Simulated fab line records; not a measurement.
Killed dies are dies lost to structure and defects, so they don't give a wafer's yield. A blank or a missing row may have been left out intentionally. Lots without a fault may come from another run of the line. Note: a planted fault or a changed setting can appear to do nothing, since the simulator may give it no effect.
A struck lot beside a sound one ; flow rit cmos ; 22 out of 202 route steps
Sound: wafers L571.1, L571.3, L571.4. The struck wafers were L578.1, L578.2, L578.4. At the end, the cause is stated.
Order at every step that has rows: each side's tool, ch and its chambers, its first start. Under that, the readings that differ: sound wafers ; struck wafers ; difference of the means ; sigmas: that difference in standard deviations of wafers without a fault.
alike: readings whose means differ by less than 2 such deviations, and words and numbers that are the same on both sides. not compared: withheld readings, readings that some wafer has no value for, bounds like >300 that may hide the same value, and numbers for which the record gives no deviation and whose values overlap.
The two part at a step that has a row with sigmas, a row that says differs or no value, or rows on one side only. When numbers do not overlap yet have no deviation, they are printed without sigmas and do not part them. A reading missing from all wafers of one side parts the sides only when that side holds two or more wafers.

first, 2 steps without rows for these wafers: RIT_NSD_HARDBAKE_07 (time 60 s); RIT_NSD_IMPLANT_08.
RIT_NSD_STRIP_09: strips in O2, time 180 s.
  sound on plasma asher-03 ch 0,1, day 3 09:42; struck on plasma asher-01 ch 0,1, day 4 13:02
reading;sound;struck;difference;sigmas
drypump motor current A (A);5.7 5.7 5.9;5.0 4.8 4.9;-0.9;-2
  alike: rf refl power W
  not compared: rf hours counter h
RIT_NSD_TW_MEAS_10:
  sound on film metro-04 at day 3 09:53; struck on film metro-03 at day 4 13:13
  alike: NSD_TW
then, 6 steps without rows for these wafers: RIT_PSD_HMDS_00 (prime time 60 s); RIT_PSD_COAT_01 (resist thk 1000 nm); RIT_PSD_SOFTBAKE_02 (time 60 s); RIT_PSD_EXPOSE_03 (exposes mask M10, target cd 40900 nm); RIT_PSD_PEB_04; RIT_PSD_DEVELOP_05 (develop time 50 s).
RIT_PSD_OVL_MEAS_06:
  sound on overlay-01 at day 3 10:55; struck on overlay-02 at day 4 14:15
reading;sound;struck;difference;sigmas
PSD_OVL (nm);-2.2 -1.3 0.2;1.6 1.6 1.3;+2.6;+2
then, 1 step without rows for these wafers: RIT_PSD_HARDBAKE_07 (time 60 s).
RIT_PSD_IMPLANT_08:
  sound on implanter-02 ch 0, day 3 11:06; struck on implanter-02 ch 0, day 4 14:26
RIT_PSD_STRIP_09: strips in O2, time 180 s.
  sound on plasma asher-02 ch 0,1, day 3 11:15; struck on plasma asher-04 ch 0,1, day 4 14:35
  alike: drypump motor current A, rf refl power W
  not compared: rf hours counter h
RIT_PSD_TW_MEAS_10:
  sound on film metro-03 at day 3 11:26; struck on film metro-03 at day 4 14:46
reading;sound;struck;difference;sigmas
PSD_TW;3450 3457 3457;3402 3391 3390;-60;-3
then, 3 steps without rows for these wafers: RIT_SDANNEAL_CLEAN_00 (cleans in SC1, time 600 s); RIT_SDANNEAL_CLEAN_01 (cleans in dHF, time 30 s); RIT_SDANNEAL_CLEAN_02 (cleans in SC2, time 600 s).
RIT_SDANNEAL_RTA_03: time 5 s.
  sound on rtp anneal-02 ch 0, day 3 11:52; struck on rtp anneal-01 ch 0, day 4 15:13
  alike: wafer_temp_C_max
RIT_SDANNEAL_RS_MEAS_04: measurement is done with a four-point probe.
  sound on film metro-04 at day 3 11:56; struck on film metro-03 at day 4 15:17
reading;sound;struck;difference;sigmas
PSD_RS (ohm/sq);115.67 115.64 115.78;117.82 117.08 117.68;+1.83;+6
RIT_SDANNEAL_RS_MEAS_05: measurement is done with a four-point probe.
  sound on film metro-04 at day 3 12:03; struck on film metro-03 at day 4 15:24
  alike: NSD_RS
RIT_M1_PROBE_99:
  rows exist in the record for the struck wafers here (prober-01, day 4 22:52), but not for the sound ones

WHERE THEY PART
Earliest at RIT_NSD_STRIP_09; latest, in this record, at RIT_M1_PROBE_99.

WHY: what had been put in by the simulator
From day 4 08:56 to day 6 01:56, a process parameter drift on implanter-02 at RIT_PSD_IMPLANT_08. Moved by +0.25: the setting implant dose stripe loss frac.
